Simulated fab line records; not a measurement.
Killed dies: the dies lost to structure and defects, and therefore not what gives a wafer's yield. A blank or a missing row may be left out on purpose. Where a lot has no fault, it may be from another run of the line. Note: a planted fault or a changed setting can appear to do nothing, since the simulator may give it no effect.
The same fault as seen by 2 desks / flow berkeley cmos170 / only its own numbers are on each desk; what lay behind them is given at the end

## DESK OF THE TOOL OWNER: pvd sputter-02
The tool's own readings at UCB170_M3_SPUTTER_01 (material Al, target thk 900 nm, time 120 s): means of the sampled wafers that have a number, for each lot that ran on this tool. A lot is out of limits, marked OUT, if its mean lies more than 4 standard deviations from the usual mean; the brackets give that distance.
Columns: A = throttle valve pct at UCB170_M3_SPUTTER_01, usual 30.0 %
lot=L375; first seen here=day 8 18:26; A=30.9
lot=L380; first seen here=day 9 20:35; A=30.6
lot=L385; first seen here=day 10 15:10; A=30.1
lot=L384; first seen here=day 10 20:07; A=30.7
lot=L391; first seen here=day 12 03:23; A=30.7
lot=L390; first seen here=day 12 03:39; A=30.7
This desk's finding: nothing out of limits on any of the 6 lots.

## AT THE METROLOGY DESK
What the gauges read, lot by lot, whatever tool the lot ran on: means of the sampled wafers that have a number. A lot is out of limits, marked OUT, if its mean lies more than 4 standard deviations from the usual mean; the brackets give that distance.
Columns: A = cd nm at UCB170_CONTACT_CD_MEAS_90, usual 700.2 nm; B = M3_AL_RS at UCB170_M3_RS_MEAS_02, usual 0.03227 ohm/sq; C = M3_AL_THK at UCB170_M3_THK_MEAS_03, usual 896 nm
lot=L372; first seen here=day 7 06:46; A=700.5; B=0.03237; C=893
lot=L373; first seen here=day 7 18:46; A=699.4; B=0.03264; C=877
lot=L375; first seen here=day 8 03:49; A=702.3; B=0.03165; C=906
lot=L380; first seen here=day 9 01:42; A=701.0; B=0.03196; C=912
lot=L381; first seen here=day 9 01:52; A=702.5; B=0.03250; C=887
lot=L379; first seen here=day 9 02:08; A=698.6; B=0.03227; C=902
lot=L382; first seen here=day 9 23:32; A=699.5; B=0.03206; C=893
lot=L384; first seen here=day 10 00:54; A=699.7; B=0.03145; C=917
lot=L385; first seen here=day 10 01:27; A=701.5; B=0.03238; C=887
lot=L386; first seen here=day 10 10:50; A=700.5; B=0.03237; C=890
lot=L387; first seen here=day 10 12:19; A=700.2; B=0.03231; C=896
lot=L391; first seen here=day 11 10:55; A=698.5; B=0.03137; C=913
lot=L390; first seen here=day 11 12:10; A=699.4; B=0.03183; C=906
This desk's finding: nothing out of limits on any of the 13 lots.

## TAKEN TOGETHER
Nothing out of limits was seen by the tool owner's desk.
At the metrology desk, nothing out of limits was observed.

## WHAT THE SIMULATOR HAD PUT IN
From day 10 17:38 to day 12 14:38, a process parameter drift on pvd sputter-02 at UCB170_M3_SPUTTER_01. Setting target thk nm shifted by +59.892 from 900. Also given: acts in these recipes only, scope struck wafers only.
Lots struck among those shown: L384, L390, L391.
